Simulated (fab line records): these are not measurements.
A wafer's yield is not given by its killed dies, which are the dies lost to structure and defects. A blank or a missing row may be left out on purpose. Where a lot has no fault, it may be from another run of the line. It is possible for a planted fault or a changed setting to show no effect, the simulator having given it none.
2 desks looking at one fault -- flow rit_cmos -- what lay behind the numbers comes last; until then each desk has only its own

AT THE METROLOGY DESK
What the gauges read, lot by lot, whatever tool the lot ran on: means of the sampled wafers that have a number. The brackets show how far a lot's mean lies from the usual mean; more than 4 standard deviations puts the lot out of limits, marked OUT.
Columns: A = PSD_RS at RIT_SDANNEAL_RS_MEAS_04, usual 115.85 ohm/sq; B = NSD_RS at RIT_SDANNEAL_RS_MEAS_05, usual 84.57 ohm/sq; C = PLDD_RS at RIT_SDANNEAL_RS_MEAS_06, usual 176.8 ohm/sq; D = NLDD_RS at RIT_SDANNEAL_RS_MEAS_07, usual 151.6 ohm/sq; E = SILICIDE_TI_RS at RIT_SILICIDE_RS_MEAS_02, usual 45.6 ohm/sq; F = SILICIDE_TI_THK at RIT_SILICIDE_THK_MEAS_03, usual 31.1 nm
lot,first seen here,A,B,C,D,E,F
L566,day 3 06:21,115.55,84.13,176.6,151.6,45.8,31.1
L576,day 5 11:41,115.90,84.71,177.3,151.4,46.4,30.6
L577,day 5 19:19,115.71,84.90,176.8,151.7,45.5,31.2
L578,day 5 21:22,115.92,84.27,176.7,151.5,45.6,31.1
L579,day 6 00:48,115.91,84.61,176.5,151.2,44.5,31.8
L584,day 7 00:36,115.67,84.54,176.7,151.5,45.6,31.2
L587,day 7 19:29,115.76,84.54,176.7,151.4,46.3,30.8
This desk's finding: nothing out of limits on any of the 7 lots.

DESK OF THE TOOL OWNER: wet_bench-03
The tool's own readings at RIT_SILICIDE_WET_ETCH_05 (etches Ti in SPM, time 120 s): means of the sampled wafers that have a number, for each lot that ran on this tool. The brackets show how far a lot's mean lies from the usual mean; more than 4 standard deviations puts the lot out of limits, marked OUT.
Columns: A = run_length_s at RIT_SILICIDE_WET_ETCH_05, usual 146.2 s
lot,first seen here,A
L576,day 5 12:33,146.2
L577,day 5 20:13,103.9 (-17) OUT
L578,day 5 22:15,105.0 (-16) OUT
L579,day 6 01:38,103.1 (-17) OUT
This desk's finding: out of limits on L577, L578, L579; first on L577, day 5 20:13 (run_length_s at RIT_SILICIDE_WET_ETCH_05). L576 stayed within limits.

TAKEN TOGETHER
An alarm could have come from the tool owner's desk at day 5 20:13, on L577, L578, L579.
The metrology desk saw nothing out of limits.
The metrology desk holds a record of L577, L578, L579, inside its limits.
The lots listed all ran RIT_SILICIDE_WET_ETCH_05 on wet_bench-03.

WHAT THE SIMULATOR HAD INSERTED
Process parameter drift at RIT_SILICIDE_WET_ETCH_05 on wet_bench-03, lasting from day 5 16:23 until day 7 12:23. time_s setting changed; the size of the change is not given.
Shown lots that were struck: L577, L578, L579.
Time in hours from fault onset to the first out-of-limits reading at each desk: the tool owner's desk, 4.
